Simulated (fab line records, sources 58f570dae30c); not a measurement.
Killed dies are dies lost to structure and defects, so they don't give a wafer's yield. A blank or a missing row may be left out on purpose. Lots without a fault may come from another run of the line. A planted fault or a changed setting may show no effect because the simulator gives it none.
Which tool did it? | flow berkeley_cmos170 | 6 lots, 18 wafers sampled, at 3 steps of a route of 331

WHAT THE GAUGES READ, wafer by wafer
UCB170_M3_RS_MEAS_02: measures by four-point-probe.
lot  | measured     | on            | M3_AL_RS (ohm/sq)
L835 | day 8 04:23  | film_metro-01 | 0.03189 0.03196 0.03201
L837 | day 8 07:28  | film_metro-02 | 0.03216 0.03181 0.032
L840 | day 9 09:14  | film_metro-01 | 0.03194 0.0314 0.03257
L849 | day 11 14:46 | film_metro-02 | 0.03221 0.03198 0.03227
L851 | day 11 19:44 | film_metro-02 | 0.03237 0.03271 0.03285
L855 | day 12 10:56 | film_metro-01 | 0.0324 0.03256 0.03216

WHICH TOOL RAN EACH LOT (tool, then ch and the chambers of the sampled wafers, then the start)
lot  | UCB170_M1_SPUTTER_00         | UCB170_M3_SPUTTER_01
L835 | pvd_sputter-03, day 7 13:11  | pvd_sputter-01, day 8 04:14
L837 | pvd_sputter-02, day 7 16:07  | pvd_sputter-03, day 8 07:23
L840 | pvd_sputter-03, day 8 18:52  | pvd_sputter-03, day 9 09:08
L849 | pvd_sputter-03, day 10 22:12 | pvd_sputter-02, day 11 14:40
L851 | pvd_sputter-02, day 11 04:59 | pvd_sputter-03, day 11 19:39
L855 | pvd_sputter-04, day 11 18:55 | pvd_sputter-03, day 12 10:50
- UCB170_M1_SPUTTER_00: material Al, target thk 600 nm, time 80 s.
- UCB170_M3_SPUTTER_01: material Al, target thk 900 nm, time 120 s.

THE ANSWER, worked out from the rows above alone
Rule: what is usual is taken from the lots themselves. Put in order of their means at a reading, lots are off if they are a third of the lots or fewer, leave a main group of 4 or more, and stand apart from it by a gap of 3 or more times the standard deviation of the main group's means; of several such gaps the widest counts. A main group whose means are all the same, to the digits that the tables above print for the reading, isn't used. A lot without any number at a reading at which 4 lots or more have one is off too. The other lots that the step has rows for count as sound.
No lot is off at any reading shown: from this, nothing can be told.

WHAT THE SIMULATOR HAD PUT IN
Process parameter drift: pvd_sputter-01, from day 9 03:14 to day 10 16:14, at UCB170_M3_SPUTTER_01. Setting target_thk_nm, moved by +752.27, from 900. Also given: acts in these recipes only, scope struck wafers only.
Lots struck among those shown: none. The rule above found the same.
